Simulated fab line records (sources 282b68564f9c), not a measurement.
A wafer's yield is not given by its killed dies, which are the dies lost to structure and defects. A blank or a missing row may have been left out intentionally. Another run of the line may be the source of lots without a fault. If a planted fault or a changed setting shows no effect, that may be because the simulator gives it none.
fab line records | flow ritCmos
[record] lots = 6 wafers = 18 lastDay = 7
route steps=202 shown NWELL@30 PWELL@39
lots untouched by any fault: they come from a run of this same line in which no faults occurred
startH: hours from the record's first day to the start of the lot's first wafer shown | waitH: time in hours since the lot's previous step | " as in the row above | L1.1+2: several wafers, shown together as one row | - no value present, or no start provided | * or withheld: withheld | < > ~ a bound
route shown NAME@n: names a module that has steps shown in the file, with the first one's number in the route | usual: mean/standard deviation taken from wafers without a fault | same: alike in all rows | chamber/n: place in a boat | sites: each site's reading | _std_site: the standard deviation of these | _edge_site: outer sites' mean less inner sites' | radiusMm: how far each site lies from the wafer's centre | mask NAME#n: copy n | behind: the most recent tool/chamber to have shaped the wafer | hold: why the lot was held/for how many hours/how that ended | device: transistor that didn't switch, given as n, p or np | end of line: the same wafers' tests at the end of the route | for a step that has no rows: nothing shown but its recipe | killed: dies that structure and defects cost at the first sort, which is not the same as the wafer's yield | map: a wafer's dies, marking killed ones x, the rest . and places with no die _
set.NAME: the setting as run; set.NAME@STEP: as run at that earlier step | model.NAME: the simulator's own value behind a step, which no gauge read
lots at some steps of the route; a table a step, a row a wafer
services: from which hour (startH, from the record's first day; less than 0 if before it) a tool's chamber was out of use, for how many hours, and why
[[steps]]
[step RIT_NWELL_SOFTBAKE_02]
[recipe] resist = NOVOLAK tempC = 90 timeS = 60
[step RIT_NWELL_EXPOSE_03]
[recipe] maskId = M2 na = 0.57 targetCdNm = 43900 doseMj = 250
[step RIT_NWELL_PEB_04]
[recipe] resist = NOVOLAK tempC = withheld timeS = withheld
[step RIT_NWELL_DEVELOP_05]
[recipe] resist = NOVOLAK developTimeS = 68 devTempC = 23
[step RIT_NWELL_OVL_MEAS_06]
[usual] NWELL_OVL = -0.9/1.4
// columns lot.wafer tool chamber startH waitH NWELL_OVL[nm]
L700.2 overlay-01 - 66.04 - -3.3
L700.3 " - " " -2.0
L700.5 " - " " -4.3
L702.3 overlay-01 - 75.20 - -2.4
L702.4 " - " " -0.6
L702.6 " - " " -0.8
L703.2 overlay-01 - 81.47 - 0.3
L703.3 " - " " 0.8
L703.6 " - " " -1.4
L704.1 overlay-01 - 85.97 - -1.3
L704.2 " - " " -1.0
L704.3 " - " " -3.1
L713.1 overlay-01 - 130.37 - 0.9
L713.3 " - " " -0.3
L713.4 " - " " 1.0
L714.4 overlay-02 - 135.38 - -0.5
L714.5 " - " " -0.3
L714.6 " - " " -1.1
[step RIT_NWELL_HARDBAKE_07]
[recipe] resist = NOVOLAK tempC = 140 timeS = 120
[step RIT_NWELL_IMPLANT_08]
[recipe] species = P energyKev = 171.4 doseCm2 = 5e+13 tiltDeg = 7
[step RIT_NWELL_STRIP_09]
[recipe] chemistry = O2 timeS = 180 resist = NOVOLAK platenTempC = withheld powerW = 500 pressureMtorr = 4000 o2FlowSccm = 4000
[usual] drypumpMotorCurrentA = 5.9/0.49 rfReflPowerW = 6.8/1.3
// columns lot.wafer tool chamber startH waitH drypumpMotorCurrentA rfHoursCounterH rfReflPowerW
L700.2 plasmaAsher-04 1 66.47 0.1 6.2 42 5.6
L700.3 " 0 " " 5.0 - 8.1
L700.5 " 1 " " 6.3 - 5.4
L702.3 plasmaAsher-04 1 75.68 0.1 6.3 - 5.5
L702.4 " 0 " " 5.0 - 7.9
L702.6 " 0 " " 5.0 - 8.2
L703.2 plasmaAsher-04 1 81.90 0.1 6.3 44 5.6
L703.3 " 1 " " 6.3 - 5.5
L703.6 " 0 " " 5.0 - 8.3
L704.1 plasmaAsher-01 0 86.41 0.1 6.4 41 5.3
L704.2 " 1 " " 6.1 41 8.7
L704.3 " 1 " " 6.1 - 8.0
L713.1 plasmaAsher-01 1 131.00 0.1 6.0 1 8.2
L713.3 " 1 " " 6.0 - 8.4
L713.4 " 0 " " 6.3 - 5.5
L714.4 plasmaAsher-01 0 135.86 0.1 6.3 - 5.4
L714.5 " 0 " " 6.3 - 5.3
L714.6 " 1 " " 6.1 - 8.5
[step RIT_NWELL_TW_MEAS_10]
[usual] NWELL_TW = 2156/31
// columns lot.wafer tool chamber startH waitH NWELL_TW
L700.2 filmMetro-03 - 66.66 0.1 2135
L700.3 " - " " 2138
L700.5 " - " " 2138
L702.3 filmMetro-02 - 75.82 0.1 2209
L702.4 " - " " 2205
L702.6 " - " " 2201
L703.2 filmMetro-01 - 82.09 0.1 2114
L703.3 " - " " 2111
L703.6 " - " " 2120
L704.1 filmMetro-03 - 86.58 0.1 2152
L704.2 " - " " 2161
L704.3 " - " " 2145
L713.1 filmMetro-03 - 131.17 0.1 2146
L713.3 " - " " 2152
L713.4 " - " " 2161
L714.4 filmMetro-03 - 136.00 0.1 2172
L714.5 " - " " 2165
L714.6 " - " " 2161
[step RIT_PWELL_HMDS_00]
[recipe] primeTimeS = 60 primeTempC = 140
[step RIT_PWELL_COAT_01]
[recipe] resist = NOVOLAK spinRpm = 2000 resistThkNm = 1300
[step RIT_PWELL_SOFTBAKE_02]
[recipe] resist = NOVOLAK tempC = 90 timeS = 60
[step RIT_PWELL_EXPOSE_03]
[recipe] maskId = M3 na = 0.57 targetCdNm = 43700 doseMj = 250
[usual] exposureDoseMJCm2 = 250.04/0.25 focusOffsetNm = -0.1/0.59
// columns lot.wafer tool chamber startH waitH mask exposureDoseMJCm2 focusOffsetNm
L700.2 ilineStepper-02 0 67.30 0.2 M3#0 250.15 -0.1
L700.3 " 0 " " M3#0 250.38 0.0
L700.5 " 0 " " M3#0 250.02 -0.6
L702.3 ilineStepper-02 0 76.35 0.1 M3#0 249.82 0.9
L702.4 " 0 " " M3#0 250.24 0.5
L702.6 " 0 " " M3#0 249.89 0.9
L703.2 ilineStepper-02 - 82.64 0.1 M3#0 - -
L703.3 " - " " M3#0 - -
L703.6 " - " " M3#0 - -
L704.1 ilineStepper-01 - 87.22 0.2 M3#0 - -
L704.2 " - " " M3#0 - -
L704.3 " - " " M3#0 - -
L713.1 ilineStepper-02 0 131.68 0.1 M3#0 249.68 0.2
L713.3 " 0 " " M3#0 249.92 -1.7
L713.4 " 0 " " M3#0 249.84 0.2
L714.4 ilineStepper-01 0 136.67 0.2 M3#0 250.15 0.3
L714.5 " 0 " " M3#0 250.00 0.0
L714.6 " 0 " " M3#0 249.80 0.0
[step RIT_PWELL_PEB_04]
[recipe] resist = NOVOLAK tempC = withheld timeS = withheld
[[services]]
// columns tool chamber startH hours kind
plasmaAsher-01 - 108.75 9.0 pm
plasmaAsher-01 0 108.75 9.0 ventCycle
plasmaAsher-01 1 108.75 9.0 ventCycle
plasmaAsher-01 - 115.26 0.9 repair
plasmaAsher-01 0 117.75 - clean
plasmaAsher-01 1 117.75 - clean
ilineStepper-01 - 130.32 1.7 pm
[[key]]
[firstSign] step = RIT_PWELL_EXPOSE_03 reading = toolRecord direction = missing
effect none on later readings
metAt RIT_PWELL_EXPOSE_03
struckWafers L703.2,L703.3,L703.6,L704.1,L704.2,L704.3
sortLeftOut L703.2,L703.3,L703.6,L704.1,L704.2,L704.3
testerLeftOut L703,L704
onsetBetween 76.35 82.64
[fault] kind = skippedStepWhole tool = ilineStepper-01,ilineStepper-02 chamber = - onsetH = 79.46 steps = RIT_PWELL_EXPOSE_03 scope = struckLotsOnly
// testerLeftOut: of these lots the tester's yield and bins aren't shown, on N5 and GAA mostly nor the transistor test; their killed dies are dies lost to structure and defects alone, not to doping, threshold or leakage, so they don't give the yield
// sortLeftOut: the simulated sort isn't trusted on such a fault, so these wafers' sort isn't shown, and their yield isn't known
